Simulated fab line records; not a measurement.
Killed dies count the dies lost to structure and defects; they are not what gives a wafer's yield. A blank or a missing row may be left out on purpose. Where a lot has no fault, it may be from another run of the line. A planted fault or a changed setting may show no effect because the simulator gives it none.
Struck lot and sound lot, side by side	flow berkeley_cmos170	15 steps out of a route of 331
Sound: the wafers L351.1, L351.2, L351.5. The struck wafers were L350.2, L350.3, L350.5. The cause is named last.
Per side, at each step with rows, come the tool, then ch with its chambers, and then its first start. Under that, the readings that differ: sound wafers	struck wafers	difference of the means	sigmas: that difference in standard deviations of wafers without a fault.
alike: readings whose means differ by less than 2 such deviations, and words and numbers that are the same on both sides. not compared: withheld readings, readings that some wafer has no value for, bounds like >300 that may hide the same value, and numbers for which the record gives no deviation and whose values overlap.
A row with sigmas, a row that says differs or no value, or rows on one side alone: a step with any of these is where the two part. Numbers that don't overlap but have no deviation are shown without sigmas and don't part them. A reading that every wafer of one side lacks parts them only if that side has two wafers or more.

UCB170_V2_CD_MEAS_90: target cd 700 nm.
  sound: cd_sem-02 at day 13 01:28; struck: cd_sem-01 at day 12 23:47
  alike: cd_nm
then, 1 step without rows for these wafers: UCB170_M3_PRE_CLEAN_00 (preclean etch time 60 s).
UCB170_M3_SPUTTER_01: material Al, target thk 900 nm, time 115.2 s.
  sound: pvd_sputter-04 at day 13 01:39; struck: pvd_sputter-03 at day 12 23:58
  alike: throttle_valve_pct
UCB170_M3_RS_MEAS_02: the measuring method here is four-point-probe.
  sound: film_metro-04 at day 13 01:44; struck: film_metro-01 at day 13 00:04
  alike: M3_AL_RS
UCB170_M3_THK_MEAS_03: measures by xrf.
  sound: film_metro-04 at day 13 01:51; struck: film_metro-01 at day 13 00:10
  alike: M3_AL_THK
then, 3 steps without rows for these wafers: UCB170_M3_HMDS_04 (prime time 60 s); UCB170_M3_COAT_05 (resist thk 900 nm); UCB170_M3_SOFTBAKE_06 (time 60 s).
UCB170_M3_STRIP_07: strips in O2.
  sound on plasma_asher-02 ch 0,1, day 13 02:42; struck on plasma_asher-02 ch 0, day 13 00:51
  alike: drypump_motor_current_A, oes_product_au, strip_time_to_endpoint_s
  not compared: rf_hours_counter_h
then, 3 steps without rows for these wafers: UCB170_M3_STRIP_08 (strips KrF in DMSO, time 600 s); UCB170_M3_COAT_09; UCB170_M3_COAT_10 (resist thk 900 nm).
UCB170_M3_SOFTBAKE_11: time 60 s.
  sound on litho_track-01 ch 0, day 13 03:00; struck on litho_track-02 ch 0, day 13 01:00
reading	sound	struck	difference	sigmas
run_length_s (s)	89.26 89.56 89.59	94.31 94.06 94.02	+4.66	+20
  alike: resist_line_temp_C
then, 2 steps without rows for these wafers: UCB170_M3_EXPOSE_12 (exposes mask METAL3, target cd 700 nm); UCB170_M3_PROBE_99.

== WHERE THEY PART ==
At UCB170_M3_SOFTBAKE_11 and nowhere else, as far as this record goes.

WHY: what the simulator had put in
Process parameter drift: litho_track-02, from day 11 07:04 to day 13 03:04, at UCB170_M3_SOFTBAKE_11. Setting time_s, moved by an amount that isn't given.
